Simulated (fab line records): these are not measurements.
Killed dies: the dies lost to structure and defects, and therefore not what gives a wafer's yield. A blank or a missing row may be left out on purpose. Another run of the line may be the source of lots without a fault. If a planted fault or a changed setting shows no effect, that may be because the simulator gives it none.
Which tool is to blame? :: flow berkeley_cmos170 :: 14 lots with 42 wafers sampled at 2 steps, on a route of 331 steps

## WHAT THE GAUGES SHOWED, per wafer
UCB170_NWELL_TW_MEAS_16. Usual: for NWELL_TW the level is 1242 and the standard deviation is 7.
lot: L611
measured: day 3 02:16
on: film_metro-03
NWELL_TW: 1247 1249 1250
flag: 

lot: L612
measured: day 3 02:33
on: film_metro-02
NWELL_TW: 1233 1239 1237
flag: 

lot: L613
measured: day 3 09:52
on: film_metro-01
NWELL_TW: 1233 1238 1234
flag: 

lot: L615
measured: day 3 17:43
on: film_metro-02
NWELL_TW: 1236 1236 1235
flag: 

lot: L614
measured: day 3 18:06
on: film_metro-02
NWELL_TW: 1233 1238 1244
flag: 

lot: L616
measured: day 4 02:38
on: film_metro-02
NWELL_TW: 1246 1240 1245
flag: 

lot: L618
measured: day 4 06:30
on: film_metro-03
NWELL_TW: 1236 1242 1245
flag: 

lot: L619
measured: day 4 15:18
on: film_metro-03
NWELL_TW: 1242 1244 1243
flag: 

lot: L620
measured: day 4 15:25
on: film_metro-02
NWELL_TW: 1236 1237 1241
flag: 

lot: L621
measured: day 4 22:08
on: film_metro-03
NWELL_TW: 1246 1243 1237
flag: 

lot: L623
measured: day 5 07:34
on: film_metro-03
NWELL_TW: 1250 1249 1242
flag: 

lot: L624
measured: day 5 07:42
on: film_metro-03
NWELL_TW: 1241 1243 1242
flag: 

lot: L625
measured: day 5 16:50
on: film_metro-01
NWELL_TW: 983 981 984
flag: OFF

lot: L629
measured: day 6 17:17
on: film_metro-01
NWELL_TW: 982 982 973
flag: OFF

## EACH LOT AND THE TOOL THAT RAN IT (in order: tool; ch and the chambers of the sampled wafers; start)
lot: L611
UCB170_NWELL_IMPLANT_14: implanter-01 ch 0, day 3 02:02

lot: L612
UCB170_NWELL_IMPLANT_14: implanter-01 ch 0, day 3 02:19

lot: L613
UCB170_NWELL_IMPLANT_14: implanter-01 ch 0, day 3 09:38

lot: L615
UCB170_NWELL_IMPLANT_14: implanter-01 ch 0, day 3 17:29

lot: L614
UCB170_NWELL_IMPLANT_14: implanter-03 ch 0, day 3 17:51

lot: L616
UCB170_NWELL_IMPLANT_14: implanter-03 ch 0, day 4 02:24

lot: L618
UCB170_NWELL_IMPLANT_14: implanter-04 ch 0, day 4 06:15

lot: L619
UCB170_NWELL_IMPLANT_14: implanter-01 ch 0, day 4 15:03

lot: L620
UCB170_NWELL_IMPLANT_14: implanter-03 ch 0, day 4 15:11

lot: L621
UCB170_NWELL_IMPLANT_14: implanter-01 ch 0, day 4 21:54

lot: L623
UCB170_NWELL_IMPLANT_14: implanter-04 ch 0, day 5 07:13

lot: L624
UCB170_NWELL_IMPLANT_14: implanter-01 ch 0, day 5 07:28

lot: L625
UCB170_NWELL_IMPLANT_14: implanter-01 ch 0, day 5 16:37

lot: L629
UCB170_NWELL_IMPLANT_14: implanter-01 ch 0, day 6 17:02
- UCB170_NWELL_IMPLANT_14

## WHAT THE TOOLS THEMSELVES READ (means of the sampled wafers that have a number; where no wafer has one, the mark that the record gives instead)
UCB170_NWELL_IMPLANT_14. Usual: dose_ions_cm2 1.0002e+13, standard deviation 1.2e+10; faraday_current_uA 31.7, standard deviation 0.66.
lot: L611
tool: implanter-01
dose_ions_cm2: 9.9963e+12
faraday_current_uA: 30.8
flag: 

lot: L612
tool: implanter-01
dose_ions_cm2: 1.0003e+13
faraday_current_uA: 31.6
flag: 

lot: L613
tool: implanter-01
dose_ions_cm2: 9.9903e+12
faraday_current_uA: 31.8
flag: 

lot: L615
tool: implanter-01
dose_ions_cm2: 9.9917e+12
faraday_current_uA: 31.2
flag: 

lot: L614
tool: implanter-03
dose_ions_cm2: 9.9947e+12
faraday_current_uA: 32.1
flag: 

lot: L616
tool: implanter-03
dose_ions_cm2: 1.0009e+13
faraday_current_uA: 32.1
flag: 

lot: L618
tool: implanter-04
dose_ions_cm2: 1.0014e+13
faraday_current_uA: 32.1
flag: 

lot: L619
tool: implanter-01
dose_ions_cm2: 9.9987e+12
faraday_current_uA: 31.8
flag: 

lot: L620
tool: implanter-03
dose_ions_cm2: 1.0010e+13
faraday_current_uA: 32.5
flag: 

lot: L621
tool: implanter-01
dose_ions_cm2: 1.0009e+13
faraday_current_uA: 31.5
flag: 

lot: L623
tool: implanter-04
dose_ions_cm2: 1.0014e+13
faraday_current_uA: 31.8
flag: 

lot: L624
tool: implanter-01
dose_ions_cm2: 9.9977e+12
faraday_current_uA: 31.1
flag: 

lot: L625
tool: implanter-01
dose_ions_cm2: 4.9197e+12
faraday_current_uA: 15.8
flag: OFF

lot: L629
tool: implanter-01
dose_ions_cm2: 4.8957e+12
faraday_current_uA: 15.3
flag: OFF

## THE ANSWER, worked out from the rows above alone
Rule: a lot is off if the mean of its wafers that have a number lies more than 3 standard deviations from the usual mean. A lot without any number at a reading at which 4 lots or more have one is off too. Where the step has rows for the other lots, those lots are counted as sound. The gauges are gone through in route order, then the tools' own readings, and for those a lot's mean is taken as printed above. At the first step where some lot is off, the reading lying furthest off is the one used; lots without a number count as furthest.
Off: L625, L629, seen at UCB170_NWELL_TW_MEAS_16 (NWELL_TW).
If a tool, at a process step before that reading, ran all the lots that are off and no sound lot after the first of them, it fits. Not tried: the gauges at UCB170_NWELL_TW_MEAS_16; whatever is off there is also off at UCB170_NWELL_IMPLANT_14, on other tools, and gauge error can't account for it. One fits: implanter-01 at UCB170_NWELL_IMPLANT_14. Its last sound lot is L624 (day 5 07:28), its first lot that is off L625 (day 5 16:37): a fault that began between those two fits.
The tool's own readings at UCB170_NWELL_IMPLANT_14 bear it out: on the lots that are off they differ by more than 5 times the standard deviation of the sound lots' means. dose_ions_cm2 reads 4.9077e+12 there against 1.0002e+13 on the sound lots; faraday_current_uA reads 15.6 there against 31.7 on the sound lots.

## WHAT THE SIMULATOR PUT IN
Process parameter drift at UCB170_NWELL_IMPLANT_14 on implanter-01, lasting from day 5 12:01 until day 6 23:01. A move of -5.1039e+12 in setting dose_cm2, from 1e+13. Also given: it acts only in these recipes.
Shown lots that were struck: L625, L629. The rule given above showed the same thing.
